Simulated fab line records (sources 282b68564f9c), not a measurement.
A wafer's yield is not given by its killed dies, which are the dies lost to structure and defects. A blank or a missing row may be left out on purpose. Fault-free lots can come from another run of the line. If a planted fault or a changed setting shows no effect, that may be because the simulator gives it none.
fab line records ; flow ritCmos
[record] lots = 15; wafers = 45; lastDay = 7
route steps=202 shown CONTACT@182 M1@202
lots that met no fault: from a run of the same line without faults
startH: start of the lot's first displayed wafer, in hours after the record's first day ; waitH: hours elapsed since this lot's preceding step ; " identical to the entry in the row above ; L1.1+2: one row covering several wafers at once ; - no value present, or no start provided ; * or withheld: withheld ; < > ~ a bound
route shown NAME@n: NAME is a module with steps in the file, n the number in the route of the first one ; usual: mean/standard deviation of fault-free wafers ; same: alike in all rows ; chamber/n: place in a boat ; sites: each site's reading ; _std_site: the standard deviation of these ; _edge_site: mean of outer sites minus mean of inner sites ; radiusMm: for every site, how far away it sits from the centre of the wafer ; mask NAME#n: copy n ; behind: the last tool/chamber to shape the wafer ; hold: cause of the lot's hold/its duration in hours/its outcome ; device: the n, p or np transistor that did not switch ; end of line: at the end of the route, the tests of the same wafers ; a step without rows: its recipe alone ; killed: at the first sort, the dies lost to defects and structure; wafer yield is something else ; map: a wafer's dies, marking killed ones x, the rest . and places with no die _
set.NAME: the run value of the setting; set.NAME@STEP: its run value at that earlier step ; model.NAME: the simulator's own value behind a step, which no gauge read
the route's steps for a sample of lots (tables are steps, rows are wafers)
services: when a tool's chamber went out of use (startH, in hours from the record's first day, below 0 if earlier), for how many hours, and the reason
[[steps]]
[step RIT_CONTACT_CLEAN_13]
[recipe] chemistry = SC1; mix = 3:3:50; timeS = 600; tempC = 75
[usual] bathGuardTempC = 75.1/0.5; tempC = 74.99/0.11
lot.wafer;tool;chamber;startH;waitH;bathGuardTempC;tempC
L516.2;wetBench-01;1;55.66;0.1;75.2;74.91
L516.3;wetBench-01;1;55.66;0.1;75.4;74.81
L516.5;wetBench-01;1;55.66;0.1;75.6;74.76
L517.4;wetBench-01;2;61.90;0.0;75.8;74.90
L517.5;wetBench-01;2;61.90;0.0;75.7;74.93
L517.6;wetBench-01;2;61.90;0.0;75.9;75.12
L518.2;wetBench-03;3;67.93;0.1;74.6;74.86
L518.5;wetBench-03;3;67.93;0.1;74.6;74.66
L518.6;wetBench-03;3;67.93;0.1;74.8;74.91
L521.3;wetBench-02;2;82.03;0.1;75.1;74.91
L521.5;wetBench-02;2;82.03;0.1;75.2;74.82
L521.6;wetBench-02;2;82.03;0.1;75.4;74.94
L523.1;wetBench-01;1;87.93;0.1;79.8;79.23
L523.3;wetBench-01;1;87.93;0.1;79.7;79.21
L523.6;wetBench-01;1;87.93;0.1;79.8;79.04
L525.2;wetBench-02;1;102.92;0.1;74.6;75.11
L525.3;wetBench-02;1;102.92;0.1;74.9;75.07
L525.6;wetBench-02;1;102.92;0.1;74.5;75.16
L526.1;wetBench-01;1;103.77;0.1;79.8;79.36
L526.3;wetBench-01;1;103.77;0.1;79.9;79.23
L526.4;wetBench-01;1;103.77;0.1;79.7;79.21
L527.1;wetBench-01;1;108.33;0.1;79.5;79.36
L527.4;wetBench-01;1;108.33;0.1;79.9;79.28
L527.5;wetBench-01;1;108.33;0.1;79.5;79.23
L531.2;wetBench-03;0;130.53;0.1;74.1;75.16
L531.3;wetBench-03;0;130.53;0.1;74.9;74.99
L531.4;wetBench-03;0;130.53;0.1;74.7;75.11
L532.2;wetBench-02;2;134.25;0.1;75.2;75.02
L532.5;wetBench-02;2;134.25;0.1;74.9;75.03
L532.6;wetBench-02;2;134.25;0.1;75.1;75.07
L534.1;wetBench-03;3;141.98;0.1;74.7;75.10
L534.2;wetBench-03;3;141.98;0.1;74.7;75.17
L534.6;wetBench-03;3;141.98;0.1;74.8;75.25
L535.2;wetBench-03;2;150.19;0.1;74.6;74.91
L535.3;wetBench-03;2;150.19;0.1;74.4;74.80
L535.6;wetBench-03;2;150.19;0.1;74.4;74.81
L537.1;wetBench-02;0;159.14;0.1;75.0;75.02
L537.2;wetBench-02;0;159.14;0.1;74.9;74.97
L537.4;wetBench-02;0;159.14;0.1;74.6;74.79
L538.2;wetBench-02;0;164.64;0.1;75.3;74.89
L538.4;wetBench-02;0;164.64;0.1;75.2;75.07
L538.5;wetBench-02;0;164.64;0.1;75.3;74.99
L539.3;wetBench-03;2;168.60;0.1;74.6;74.75
L539.5;wetBench-03;2;168.60;0.1;74.5;74.96
L539.6;wetBench-03;2;168.60;0.1;74.1;74.85
[step RIT_M1_PROBE_99]
[usual] killed_at_M0_to_M3 = 0.0/0.12; killedAtContacts = 0.0/0.22; killedAtFrontEnd = 7/3.1; killedDies = 7/3.1; killedOpen = 3.5/2.2; killedShort = 3.3/1.9
[same] grossDies = 264; killed_at_M4_up = 0; killedAtBackSide = 0; killedAtOther = 0
lot.wafer;tool;chamber;startH;waitH;killed_at_M0_to_M3;killedAtContacts;killedAtFrontEnd;killedDies;killedOpen;killedShort
L516.2;prober-02;-;60.38;0.1;0;0;9;9;3;6
L516.3;prober-02;-;60.43;0.2;0;0;5;5;4;1
L516.5;prober-02;-;60.53;0.2;0;0;7;7;4;3
L517.4;prober-01;-;66.61;0.2;0;0;4;4;2;2
L517.5;prober-01;-;66.66;0.2;0;0;2;2;0;2
L517.6;prober-01;-;66.71;0.2;0;0;8;8;5;3
L518.2;prober-02;-;72.49;0.1;0;0;7;7;2;5
L518.5;prober-02;-;72.64;0.2;0;0;9;9;3;6
L518.6;prober-02;-;72.69;0.2;0;0;9;9;2;7
L521.3;prober-01;-;86.67;0.2;0;0;7;7;3;4
L521.5;prober-01;-;86.77;0.3;0;0;8;8;4;4
L521.6;prober-01;-;86.82;0.3;0;0;4;4;1;3
L523.1;prober-02;-;93.58;0.1;0;0;8;8;2;6
L523.3;prober-02;-;93.68;0.2;0;0;4;4;1;3
L523.6;prober-02;-;93.83;0.2;0;0;5;5;1;4
L526.1;prober-01;-;108.51;0.1;0;0;6;6;5;1
L526.3;prober-01;-;108.61;0.2;0;0;4;4;2;2
L526.4;prober-01;-;108.66;0.2;0;0;10;10;6;4
L525.2;prober-02;-;108.56;0.1;0;0;7;7;2;5
L525.3;prober-02;-;108.61;0.2;0;0;8;8;3;5
L525.6;prober-02;-;108.76;0.2;0;0;5;5;4;1
L527.1;prober-02;-;113.83;0.1;0;0;9;9;7;2
L527.4;prober-02;-;113.98;0.2;0;0;7;7;5;2
L527.5;prober-02;-;114.03;0.2;0;1;10;11;7;4
L531.2;prober-02;-;135.18;0.1;0;0;8;8;2;6
L531.3;prober-02;-;135.23;0.2;1;0;10;11;4;7
L531.4;prober-02;-;135.28;0.2;0;0;10;10;6;4
L532.2;prober-01;-;138.85;0.1;0;0;12;12;6;6
L532.5;prober-01;-;139.00;0.2;0;0;8;8;3;5
L532.6;prober-01;-;139.05;0.2;0;0;6;6;3;3
L534.1;prober-01;-;146.64;0.1;0;0;1;1;0;1
L534.2;prober-01;-;146.69;0.1;0;0;4;4;3;1
L534.6;prober-01;-;146.89;0.2;0;0;10;10;5;5
L535.2;prober-02;-;154.61;0.1;0;0;5;5;2;3
L535.3;prober-02;-;154.66;0.2;0;0;5;5;1;4
L535.6;prober-02;-;154.81;0.2;0;0;5;5;1;4
L537.1;prober-02;-;163.65;0.1;0;0;2;2;1;1
L537.2;prober-02;-;163.70;0.1;0;0;8;8;6;2
L537.4;prober-02;-;163.80;0.2;0;0;6;6;2;4
L538.2;prober-01;-;169.13;0.1;0;0;6;6;4;2
L538.4;prober-01;-;169.23;0.2;0;0;6;6;2;4
L538.5;prober-01;-;169.28;0.2;0;0;4;4;1;3
L539.3;prober-01;-;173.65;0.2;0;0;8;8;4;4
L539.5;prober-01;-;173.75;0.2;0;0;6;6;3;3
L539.6;prober-01;-;173.80;0.2;0;0;3;3;2;1
// killed by level:class
L516.2 GATE:geometricParticle:short=2 GATE:geometricParticle:open=2 SILICIDE:geometricParticle:short=2 FOX2:geometricParticle:short=1 REOX:geometricParticle:short=1 SILICIDE:geometricParticle:open=1
L516.3 SILICIDE:geometricParticle:open=3 GATE:geometricParticle:open=1 SILICIDE:geometricParticle:short=1
L516.5 GATE:geometricParticle:open=3 GATE:geometricParticle:short=2 SILICIDE:geometricParticle:open=1 SILICIDE:geometricParticle:short=1
L517.4 GATE:geometricParticle:open=2 GATE:geometricParticle:short=2
L517.5 GATE:geometricParticle:short=2
L517.6 FOX1:geometricParticle:short=2 GATE:geometricParticle:open=2 FOX1:geometricParticle:open=1 FOX2:geometricParticle:open=1 GATE:geometricParticle:short=1 SPACER:geometricParticle:open=1
L518.2 SILICIDE:geometricParticle:short=3 FOX1:geometricParticle:short=1 GATE:geometricParticle:short=1 REOX:geometricParticle:open=1 SPACER:geometricParticle:open=1
L518.5 FOX1:geometricParticle:open=2 FOX1:geometricParticle:short=2 GATE:geometricParticle:short=2 ACTIVE:geometricParticle:short=1 GATE:geometricParticle:open=1 REOX:geometricParticle:short=1
L518.6 SILICIDE:geometricParticle:short=3 FOX1:geometricParticle:short=2 FOX1:geometricParticle:open=1 GATE:geometricParticle:open=1 GATE:geometricParticle:short=1 REOX:geometricParticle:short=1
L521.3 GATE:geometricParticle:open=2 FOX1:geometricParticle:short=1 FOX2:geometricParticle:short=1 FOX2:geometricParticle:open=1 GATE:geometricParticle:short=1 SILICIDE:geometricParticle:short=1
L521.5 REOX:geometricParticle:short=2 SILICIDE:geometricParticle:open=2 GATE:geometricParticle:open=1 GATE:geometricParticle:short=1 SPACER:geometricParticle:open=1 SPACER:geometricParticle:short=1
L521.6 SPACER:geometricParticle:short=3 REOX:geometricParticle:open=1
L523.1 FOX1:geometricParticle:short=3 REOX:geometricParticle:open=2 REOX:geometricParticle:short=2 GATE:geometricParticle:short=1
L523.3 GATE:geometricParticle:short=2 SPACER:geometricParticle:open=1 SILICIDE:geometricParticle:short=1
L523.6 GATE:geometricParticle:short=2 REOX:geometricParticle:short=2 REOX:geometricParticle:open=1
L526.1 FOX1:geometricParticle:open=1 FOX2:geometricParticle:open=1 GATE:geometricParticle:short=1 GATE:geometricParticle:open=1 REOX:geometricParticle:open=1 SILICIDE:geometricParticle:open=1
L525.2 GATE:geometricParticle:short=4 GATE:geometricParticle:open=1 SPACER:geometricParticle:open=1 SILICIDE:geometricParticle:short=1
L525.3 SPACER:geometricParticle:short=3 GATE:geometricParticle:short=2 GATE:geometricParticle:open=2 FOX1:geometricParticle:open=1
L526.3 FOX1:geometricParticle:open=1 GATE:geometricParticle:open=1 GATE:geometricParticle:short=1 REOX:geometricParticle:short=1
L526.4 GATE:geometricParticle:open=4 GATE:geometricParticle:short=2 FOX1:geometricParticle:short=1 REOX:geometricParticle:open=1 SPACER:geometricParticle:open=1 SPACER:geometricParticle:short=1
L525.6 FOX1:geometricParticle:open=2 GATE:geometricParticle:open=2 FOX1:geometricParticle:short=1
L527.1 GATE:geometricParticle:open=6 FOX1:geometricParticle:short=1 GATE:geometricParticle:short=1 SILICIDE:geometricParticle:open=1
L527.4 GATE:geometricParticle:open=3 FOX1:geometricParticle:short=1 FOX2:geometricParticle:open=1 GATE:geometricParticle:short=1 SPACER:geometricParticle:open=1
L527.5 GATE:geometricParticle:open=3 GATE:geometricParticle:short=2 SILICIDE:geometricParticle:short=2 FOX2:geometricParticle:open=1 REOX:geometricParticle:open=1 SILICIDE:geometricParticle:open=1 CONTACT:geometricParticle:open=1
L531.2 GATE:geometricParticle:short=2 FOX1:geometricParticle:open=1 FOX1:geometricParticle:short=1 GATE:geometricParticle:open=1 REOX:geometricParticle:short=1 SPACER:geometricParticle:short=1 SILICIDE:geometricParticle:short=1
L531.3 GATE:geometricParticle:short=4 GATE:geometricParticle:open=2 FOX1:geometricParticle:short=1 FOX1:geometricParticle:open=1 FOX2:geometricParticle:short=1 SPACER:geometricParticle:open=1 M1:geometricParticle:short=1
L531.4 GATE:geometricParticle:short=2 GATE:geometricParticle:open=2 REOX:geometricParticle:open=2 FOX1:geometricParticle:open=1 FOX1:geometricParticle:short=1 SPACER:geometricParticle:short=1 SPACER:geometricParticle:open=1
L532.2 GATE:geometricParticle:open=4 REOX:geometricParticle:short=3 GATE:geometricParticle:short=2 REOX:geometricParticle:open=2 SILICIDE:geometricParticle:short=1
L532.5 SPACER:geometricParticle:short=3 GATE:geometricParticle:open=2 GATE:geometricParticle:short=1 REOX:geometricParticle:short=1 SPACER:geometricParticle:open=1
L532.6 GATE:geometricParticle:short=3 SPACER:geometricParticle:open=3
L534.1 FOX1:geometricParticle:short=1
L534.2 GATE:geometricParticle:open=2 FOX1:geometricParticle:short=1 REOX:geometricParticle:open=1
L534.6 SPACER:geometricParticle:short=3 GATE:geometricParticle:open=2 SPACER:geometricParticle:open=2 FOX2:geometricParticle:open=1 GATE:geometricParticle:short=1 REOX:geometricParticle:short=1
L535.2 SILICIDE:geometricParticle:short=2 REOX:geometricParticle:open=1 SPACER:geometricParticle:short=1 SILICIDE:geometricParticle:open=1
L535.3 FOX2:geometricParticle:short=1 GATE:geometricParticle:open=1 GATE:geometricParticle:short=1 SPACER:geometricParticle:short=1 SILICIDE:geometricParticle:short=1
L535.6 GATE:geometricParticle:short=2 SPACER:geometricParticle:short=2 SILICIDE:geometricParticle:open=1
L537.1 GATE:geometricParticle:open=1 GATE:geometricParticle:short=1
L537.2 FOX1:geometricParticle:open=2 GATE:geometricParticle:open=2 REOX:geometricParticle:open=2 FOX2:geometricParticle:short=1 REOX:geometricParticle:short=1
L537.4 GATE:geometricParticle:short=2 REOX:geometricParticle:short=2 REOX:geometricParticle:open=2
L538.2 REOX:geometricParticle:open=4 GATE:geometricParticle:short=1 REOX:geometricParticle:short=1
L538.4 GATE:geometricParticle:short=2 FOX1:geometricParticle:open=1 FOX2:geometricParticle:short=1 GATE:geometricParticle:open=1 SPACER:geometricParticle:short=1
L538.5 SILICIDE:geometricParticle:short=2 FOX1:geometricParticle:open=1 REOX:geometricParticle:short=1
L539.3 GATE:geometricParticle:short=3 REOX:geometricParticle:open=2 FOX2:geometricParticle:short=1 GATE:geometricParticle:open=1 SILICIDE:geometricParticle:open=1
L539.5 FOX1:geometricParticle:open=2 FOX1:geometricParticle:short=1 GATE:geometricParticle:short=1 GATE:geometricParticle:open=1 REOX:geometricParticle:short=1
L539.6 FOX1:geometricParticle:open=1 FOX2:geometricParticle:open=1 SILICIDE:geometricParticle:short=1
[[services]]
tool;chamber;startH;hours;kind
wetBench-02;-;43.25;4.5;repair
wetBench-01;-;43.87;2.8;repair
wetBench-02;-;75.96;1.9;pm
wetBench-01;-;154.61;0.8;repair
[[key]]
[firstSign] step = RIT_CONTACT_CLEAN_13; reading = tempC; direction = up; sigmas = 38; usual = *; struck = *
[effect] step = RIT_CONTACT_CLEAN_13; reading = bathGuardTempC; direction = up; sigmas = 9.3; usual = *; struck = *
metAt RIT_CONTACT_CLEAN_13
struckLots L523,L526,L527
testerLeftOut L523,L526,L527
onsetBetween 61.90 87.93
[fault] kind = processParameterDrift; tool = wetBench-01; chamber = -; onsetH = 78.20; steps = RIT_CONTACT_CLEAN_13; channel = tempC; offset = *; shape = step; endH = 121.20; actsIn = *; stated = *
// testerLeftOut: of these lots the tester's yield and bins aren't shown, on N5 and GAA mostly nor the transistor test; their killed dies are dies lost to structure and defects alone, not to doping, threshold or leakage, so they don't give the yield
